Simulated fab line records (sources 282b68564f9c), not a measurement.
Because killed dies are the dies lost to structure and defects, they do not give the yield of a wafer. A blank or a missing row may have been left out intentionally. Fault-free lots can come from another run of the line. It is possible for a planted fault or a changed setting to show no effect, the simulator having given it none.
Struck lot and sound lot, side by side | flow rit-cmos | 19 steps out of a route of 202
Sound: the wafers L922.1, L922.2, L922.5. Struck: wafer L928.1 (left out: L928.2, L928.6 of the same lot, which were not struck); the cause appears at the end.
For every step that has rows: the tool of each side, followed by ch and its chambers, followed by its first start. Under that, the readings that differ: sound wafers | struck wafers | difference of the means | sigmas: that difference in standard deviations of wafers without a fault.
alike: a reading whose means differ by less than 2 such deviations, as well as words and numbers matching on both sides. not compared: withheld readings; readings where some wafer has no value; bounds like >300 that might hide an equal value; numbers whose values overlap and for which the record gives no deviation.
A row with sigmas, a row that says differs or no value, or rows on one side alone: a step with any of these is where the two part. Numbers that have no deviation but don't overlap get no sigmas and don't part them. A reading missing from all wafers of one side parts the sides only when that side holds two or more wafers.

RIT_M1_SPUTTER_00: material Al, target thk 400 nm, time 500 s.
  sound: pvd-sputter-01 at day 5 07:10; struck: pvd-sputter-04 at day 6 17:58
  alike: throttle-valve-pct
RIT_M1_RS_MEAS_01: measurement is done with a four-point probe.
  sound: film-metro-01 at day 5 07:28; struck: film-metro-03 at day 6 18:16
  alike: M1_AL_RS
RIT_M1_THK_MEAS_02: measures by xrf.
  sound: film-metro-01 at day 5 07:35; struck: film-metro-03 at day 6 18:23
  alike: M1_AL_THK
then, 6 steps without rows for these wafers: RIT_M1_HMDS_03 (prime time 60 s); RIT_M1_COAT_04 (resist thk 1322 nm); RIT_M1_SOFTBAKE_05 (time 60 s); RIT_M1_EXPOSE_06 (exposes mask M12, target cd 2600 nm); RIT_M1_PEB_07; RIT_M1_DEVELOP_08 (develop time 68 s).
RIT_M1_CD_MEAS_09 targets a cd of 2600 nm.
  sound: cd-sem-01 at day 5 08:32; struck: cd-sem-02 at day 6 19:27
  alike: cd-nm
RIT_M1_OVL_MEAS_10:
  sound: overlay-01 at day 5 08:39; struck: overlay-01 at day 6 19:34
  alike: M1_OVL
then, 1 step without rows for these wafers: RIT_M1_HARDBAKE_11 (time 120 s).
RIT_M1_METAL_ETCH_12: etches Al in Cl2/BCl3, stops on SiO2, time 165 s, target depth 600 nm.
  sound on rie-metal-02 ch 0,1, day 5 08:56; struck on rie-metal-04 ch 1, day 6 19:51
  reading                      | sound          | struck | difference | sigmas
  he-backside-leak-sccm (sccm) | 3.2 3.5 3.7    | 4.7    | +1.2       | +4
  throttle-valve-pct (%)       | 8.31 8.48 8.51 | 8.19   | -0.24      | -3
  alike: drypump-motor-current-A, oes-product-au
  not compared: rf-hours-counter-h
then, 1 step without rows for these wafers: RIT_M1_STRIP_13 (strips in nmp, time 600 s).
RIT_M1_STRIP_14: strips in O2, time 180 s.
  sound on plasma-asher-01 ch 0,1, day 5 09:18; struck on plasma-asher-01 ch 0, day 6 20:13
  alike: drypump-motor-current-A, rf-refl-power-W
  not compared: rf-hours-counter-h
RIT_M1_CD_MEAS_90 targets a cd of 2600 nm.
  sound: cd-sem-02 at day 5 09:29; struck: cd-sem-02 at day 6 20:23
  alike: cd-nm
then, 1 step without rows for these wafers: RIT_M1_ANNEAL_15 (time 1800 s).
RIT_M1_BOW_MEAS_16:
  sound: film-metro-03 at day 5 11:06; struck: film-metro-02 at day 6 22:10
  alike: M1_BOW
RIT_M1_PROBE_99:
  sound: prober-01 at day 5 11:13; struck: prober-01 at day 6 22:17
  reading                               | sound             | struck                   | difference                   | sigmas
  hold                                  | - - -             | await-dispo/2.8h/release | no value on the sound wafers |
  defect-limited-yield (%)              | 95.5 95.8 98.5    | 88.6                     | -8.0                         | -7
  killed_at_M0_to_M3                    | 0 0 0             | 24                       | +24                          | +99 or more
  killed-dies                           | 12 11 4           | 30                       | +21                          | +7
  killed-on-rim                         | 3 1 2             | 6                        | +4                           | +3
  sort_bin_5_function (%)               | 3.4 3.0 1.1       | 10.2                     | +7.7                         | +10
  sort-n-pass                           | 252.0 253.0 260.0 | 234.0                    | -21.0                        | -7
  sort-yield-pct (%)                    | 95.5 95.8 98.5    | 88.6                     | -8.0                         | -7
  model.etest.tester.sort-n-pass        | 252 253 260       | 234                      | -21                          |
  model.etest.tester.sort-yield-pct (%) | 95.45 95.83 98.48 | 88.64                    | -7.95                        |
  model.etest.tester.sort_bin_5_pct (%) | 3.409 3.03 1.136  | 10.23                    | +7.71                        |
  alike: killed-at-front-end, killed-open, killed-short, sort_bin_3_pad_short, sort_bin_6_memory
  not compared: model.etest.tester.sort_bin_6_pct

== WHERE THEY PART ==
Last at RIT_M1_PROBE_99 as far as this record goes, first at RIT_M1_METAL_ETCH_12.

WHY: the cause the simulator had injected
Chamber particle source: rie-metal-04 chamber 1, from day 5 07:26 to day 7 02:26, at RIT_M1_METAL_ETCH_12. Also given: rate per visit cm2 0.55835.
